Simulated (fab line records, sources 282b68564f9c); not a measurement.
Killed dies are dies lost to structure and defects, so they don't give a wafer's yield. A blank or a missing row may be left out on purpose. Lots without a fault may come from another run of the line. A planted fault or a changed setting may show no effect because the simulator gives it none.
Problem report in the 8D (eight disciplines) form, filled by code | flow rit_cmos | the parts of the form that need people (team, actions taken, sign-off) are left out

1. THE PROBLEM
PWELL_TW at RIT_PWELL_TW_MEAS_10 reads a mean of 873 on 6 wafers of 2 lots; wafers without a fault read 955 with a standard deviation of 11. That is -7.4 standard deviations from the usual mean.
First seen on wafer L363.2, day 5 05:18, on film_metro-01. The record holds 42 wafers of 14 lots with a number at this step. Rule for "out", or "out of limits": more than 4 standard deviations from the usual mean. The other wafers with a number count as sound.

2. WHAT IT IS AND WHAT IT IS NOT
question                    | is                     | is not
which readings at this step | PWELL_TW               | -
which lots                  | L363, L366             | L349, L350, L351, L352, L353, L355, L357, L359, L362, L364, L369, L370
which wafers of those lots  | all that have a number | -
read on which gauges        | film_metro-01          | film_metro-02
when                        | from day 5 05:18       | up to then (27 sound wafers); but 9 sound wafers of L364, L369, L370 came after

3. SUSPECTS, AND WHAT RULES EACH OUT
Counting: a tool at a process step up to the reading stays a suspect if it ran every lot that is out and no sound lot after the first of them.
- the gauge at RIT_PWELL_TW_MEAS_10: ruled out. All the wafers that are out were read on film_metro-01, but those of them that RIT_PWELL_IMPLANT_08 has rows for are out there too, on other tools.
- implanter-04 at RIT_PWELL_IMPLANT_08: kept. It ran every lot that is out, first L363 (day 5 04:59), and no sound lot after that; its last sound lot up to then is L362 (day 4 21:55). Its own readings are out on those wafers: dose_ions_cm2, faraday_current_uA.
Left after counting: implanter-04 at RIT_PWELL_IMPLANT_08.

4. THE CAUSE (what the simulator had put in)
Process parameter drift: implanter-04, from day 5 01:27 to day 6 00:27, at RIT_PWELL_IMPLANT_08. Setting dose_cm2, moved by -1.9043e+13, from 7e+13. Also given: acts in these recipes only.
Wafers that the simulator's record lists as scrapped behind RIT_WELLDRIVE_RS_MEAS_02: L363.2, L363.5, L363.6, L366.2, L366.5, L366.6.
Counting left only this tool.

5. THE CHAIN OF EFFECTS, in route order
Each row: a reading whose mean over the struck wafers that have a number lies more than 3 standard deviations from the usual. Only readings for which the record gives a usual standard deviation are gone through. hours: the time from each lot's start at the first step in this table that gives one to its start at this step, as a median over the lots. sigmas: the change in usual standard deviations.
hours | step                     | reading            | usual        | on struck wafers | change     | sigmas
0     | RIT_PWELL_IMPLANT_08     | dose_ions_cm2      | 6.999e+13    | 5.092e+13        | -1.907e+13 | -99 or more
0     | RIT_PWELL_IMPLANT_08     | faraday_current_uA | 222          | 160              | -62        | -14
0     | RIT_PWELL_TW_MEAS_10     | PWELL_TW           | 955          | 873              | -82        | -7.4
11    | RIT_WELLDRIVE_RS_MEAS_02 | PWELL_RS           | 430.0 ohm/sq | 525.4            | +95.4      | +68
The process steps in it:
- RIT_PWELL_IMPLANT_08

6. WHAT WOULD HAVE CAUGHT IT SOONER
In this record the first reading out of limits at a measuring or inspecting step was taken at day 5 05:18, 4 hours after the fault began at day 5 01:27.
The tool's own readings at RIT_PWELL_IMPLANT_08 were out on every struck wafer that the step has a row for (dose_ions_cm2, faraday_current_uA): an alarm limit on them would have fired on the first of those.
Of the lots that are out (2), L366 began RIT_PWELL_IMPLANT_08 on implanter-04 after day 5 05:18. A hold on the tool at that time would have spared it.
